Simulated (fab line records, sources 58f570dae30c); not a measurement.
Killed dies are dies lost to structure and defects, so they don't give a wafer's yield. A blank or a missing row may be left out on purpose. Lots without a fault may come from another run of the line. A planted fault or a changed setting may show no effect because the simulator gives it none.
Which tool did it? | flow berkeley_cmos170 | 12 lots, 36 wafers sampled, at 1 step of a route of 331

WHAT THE GAUGES READ, wafer by wafer
UCB170_START_THK_MEAS_03.
lot  | measured    | on            | START_OXIDE_THK (nm)
L075 | day 1 19:59 | film_metro-03 | 19.4 19.3 19.7
L077 | day 2 06:39 | film_metro-01 | 20.6 20.4 20.5
L078 | day 2 13:01 | film_metro-03 | 20.3 20.2 20.4
L081 | day 3 03:02 | film_metro-03 | 18.8 19.1 19.3
L083 | day 3 12:25 | film_metro-01 | 20.3 20.5 20.1
L086 | day 3 23:43 | film_metro-02 | 20.6 20.3 20.4
L087 | day 4 09:37 | film_metro-02 | 20.4 20.4 20.1
L089 | day 4 17:30 | film_metro-03 | 19.7 20.3 20.2
L091 | day 5 01:49 | film_metro-03 | 20.6 20.6 20.6
L093 | day 5 15:36 | film_metro-02 | 20.2 19.9 20.0
L095 | day 6 00:10 | film_metro-03 | 20.6 20.9 20.9
L097 | day 6 07:17 | film_metro-02 | 19.9 20.0 19.7

WHICH TOOL RAN EACH LOT (tool, then ch and the chambers of the sampled wafers, then the start)
The record holds no process step before these readings.

THE ANSWER, worked out from the rows above alone
Rule: what is usual is taken from the lots themselves. Put in order of their means at a reading, lots are off if they are a third of the lots or fewer, leave a main group of 4 or more, and stand apart from it by a gap of 3 or more times the standard deviation of the main group's means; of several such gaps the widest counts. A main group whose means are all the same, to the digits that the tables above print for the reading, isn't used. A lot without any number at a reading at which 4 lots or more have one is off too. The other lots that the step has rows for count as sound.
No lot is off at any reading shown: from this, nothing can be told.

WHAT THE SIMULATOR HAD PUT IN
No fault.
